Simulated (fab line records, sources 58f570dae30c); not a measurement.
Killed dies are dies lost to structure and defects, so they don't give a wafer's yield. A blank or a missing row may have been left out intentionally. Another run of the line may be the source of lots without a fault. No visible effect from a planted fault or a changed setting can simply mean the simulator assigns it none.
Split-lot study -- flow berkeley cmos170 -- on a route of 331 steps: 5 lots, 11 wafers read

== THE SPLIT ==
At UCB170_SPACER_CVD_00 (deposits SiO2 from TEOS/O2, target thk 376 nm, time 47 s), the setting rf w was moved away from the recipe's 550 W on 2 of the 11 wafers read, by -10.9% to -8.2%. The other wafers ran this setting at the recipe's value.

== BETWEEN THE SPLIT AND THE READING: the file shows 1 step in between ==
- UCB170_SPACER_ANNEAL_02: time 1800 s

== THE READING ==
etch.depth nm (the simulator's own value, which no gauge read), in nm, at UCB170_SPACER_ETCHBACK_03 (etches SiO2 in CHF3/CF4/Ar, stops on Si, target depth 376 nm, time 100 s). The file gives no usual value for it. The 9 wafers here that ran the recipe average 374.7 nm, standard deviation 3.6 nm.

wafer,"tool, chamber at the split","rf w as run, W",against the recipe,"etch.depth nm, nm",against lot-mates on the recipe
L075.2,"pecvd-01, 0,1,2,0,1",550,recipe,374.5,-
L075.3,"pecvd-01, 0,1,2,0,1",550,recipe,373.6,-
L075.4,"pecvd-01, 0,1,2,0,1",550,recipe,381.6,-
L078.2,"pecvd-02, 1,2,1",505,-8.2%,359.4,-11.2
L078.3,"pecvd-02, 0",550,recipe,370.6,-
L080.3,"pecvd-02, 0,1,2",489.8,-10.9%,362.8,-16.8
L080.6,"pecvd-02, 1,0",550,recipe,379.6,-
L082.3,"pecvd-04, 2,1,0",550,recipe,370.4,-
L081.1,"pecvd-01, 1,2,0",550,recipe,373.6,-
L081.2,"pecvd-01, 1,2,0",550,recipe,372.3,-
L081.3,"pecvd-01, 1,2,0",550,recipe,376.4,-
Where a row lists several chambers, the file gives one row for several wafers and doesn't say which wafer went through which chamber.

THE FIT
A straight line over all 11 wafers: etch.depth nm changes by +1.36 nm for each +1% of rf w; r = +0.81; the points scatter about the line by 4 nm.
The same after taking each lot's own level away (the mean of its wafers on the recipe; 11 wafers): +1.48 nm for each +1%; r = +0.93; scatter 2.3 nm.
Per that fit: largest rf w move, reading shift of 16 nm.
The lots' own levels span 370.40 to 379.60 nm, that is 2.5 times the standard deviation above.
Consequently the slope shifts little with the lot-to-lot level, the two slopes agreeing.
Check: for one of the wafers moved furthest among these (-10.9%), held out of the fit, the line's prediction against its lot-mates is -15 nm. It came out at -16.8 nm against them.

== OTHER SPLITS APPLIED TO THESE WAFERS ==
Before the reading, these wafers also passed through other splits. Each is held against what the fit with the lots' levels taken away leaves over:
other split on the same wafers,wafers away from the commonest value,r with etch.depth nm (lot level and that fit taken away)
UCB170_PWELL_CVD_05 time s,4,+0.00
UCB170_WELLDRIVE_OXIDATION_01 temp c,6,+0.03
UCB170_ACTIVE_EXPOSE_10 dose mj,1,+0.00
UCB170_ACTIVE_PEB_11 peb temp c,5,+0.28
UCB170_SACOX_OXIDATION_01 ox time s,8,+0.02
UCB170_GATE_OXIDATION_01 temp c,6,-0.07
UCB170_GATE_COAT_07 spin rpm,4,-0.07
UCB170_PLDD_IMPLANT_09 energy kev,4,+0.23
UCB170_NLDD_IMPLANT_09 energy kev,4,+0.06

== FILE'S OWN FIT ==
etch.depth nm changes by +1.48 nm for each +1% of rf w, r = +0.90.
